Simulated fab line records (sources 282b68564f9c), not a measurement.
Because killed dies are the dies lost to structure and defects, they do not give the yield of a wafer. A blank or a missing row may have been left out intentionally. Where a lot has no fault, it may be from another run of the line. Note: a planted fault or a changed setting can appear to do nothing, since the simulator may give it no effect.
Which of the tools did it?    flow rit-cmos    route of 202 steps, sampled at 1 step: 15 lots, 45 wafers

== WHAT EACH GAUGE READ, for each wafer ==
Not one reading of a measure or inspect step in the record can be checked against a usual standard deviation.

== WHAT TOOL EACH LOT RAN ON (gives the tool, then ch and the chambers of the sampled wafers, and finally the start) ==
lot   RIT_CONTACT_STRIP_12
L274  plasma-asher-01 ch 0,1, day 3 09:34
L275  plasma-asher-03 ch 0,1, day 3 17:19
L276  plasma-asher-03 ch 0,1, day 3 18:47
L277  plasma-asher-03 ch 0,1, day 4 00:19
L278  plasma-asher-01 ch 0,1, day 4 10:04
L282  plasma-asher-03 ch 0,1, day 5 00:20
L283  plasma-asher-04 ch 0,1, day 5 08:59
L284  plasma-asher-03 ch 0,1, day 5 11:45
L285  plasma-asher-04 ch 0,1, day 5 17:49
L286  plasma-asher-03 ch 0,1, day 6 02:05
L288  plasma-asher-01 ch 0,1, day 6 08:58
L289  plasma-asher-04 ch 0,1, day 6 15:06
L290  plasma-asher-03 ch 0,1, day 6 21:26
L291  plasma-asher-04 ch 0,1, day 7 01:19
L295  plasma-asher-03 ch 0,1, day 7 18:28
- RIT_CONTACT_STRIP_12: strips in O2, time 180 s.

== WHAT THE TOOLS THEMSELVES READ (means of the sampled wafers that have a number; where no wafer has one, the mark that the record gives instead) ==
RIT_CONTACT_STRIP_12. Usual: chamber-pressure-mTorr 4000 mTorr, standard deviation 3.6; drypump-motor-current-A 5.94 A, standard deviation 0.28.
lot   tool             chamber-pressure-mTorr (mTorr)  drypump-motor-current-A (A)  flag
L274  plasma-asher-01  3999                            6.13                         
L275  plasma-asher-03  4001                            5.76                         
L276  plasma-asher-03  4001                            5.90                         
L277  plasma-asher-03  3997                            5.89                         
L278  plasma-asher-01  4000                            6.10                         
L282  plasma-asher-03  3999                            5.88                         
L283  plasma-asher-04  4004                            6.01                         
L284  plasma-asher-03  3999                            5.76                         
L285  plasma-asher-04  4004                            6.03                         
L286  plasma-asher-03  4001                            5.89                         
L288  plasma-asher-01  3998                            6.10                         
L289  plasma-asher-04  -                               -                            OFF
L290  plasma-asher-03  -                               -                            OFF
L291  plasma-asher-04  -                               -                            OFF
L295  plasma-asher-03  3999                            5.75                         

== THE ANSWER, worked out from the rows above alone ==
Rule: lot off if the mean of its wafers having a number is beyond 3 standard deviations from the usual mean. Also off: a lot with no number at a reading for which 4 or more lots have one. All remaining lots with rows at the step are treated as sound. Order of review: gauges by route order, followed by the tools' own readings, for which a lot's mean as printed above is used. At the first step where some lot is off, the reading lying furthest off is the one used; lots without a number count as furthest.
Off, at RIT_CONTACT_STRIP_12 on chamber-pressure-mTorr: L289, L290, L291. Without a number there: L289, L290, L291.
A tool fits if, at that step or a process step before it, it ran every lot that is off, and no sound lot after the first of them. None of those tried fits.

== WHAT THE SIMULATOR PUT IN ==
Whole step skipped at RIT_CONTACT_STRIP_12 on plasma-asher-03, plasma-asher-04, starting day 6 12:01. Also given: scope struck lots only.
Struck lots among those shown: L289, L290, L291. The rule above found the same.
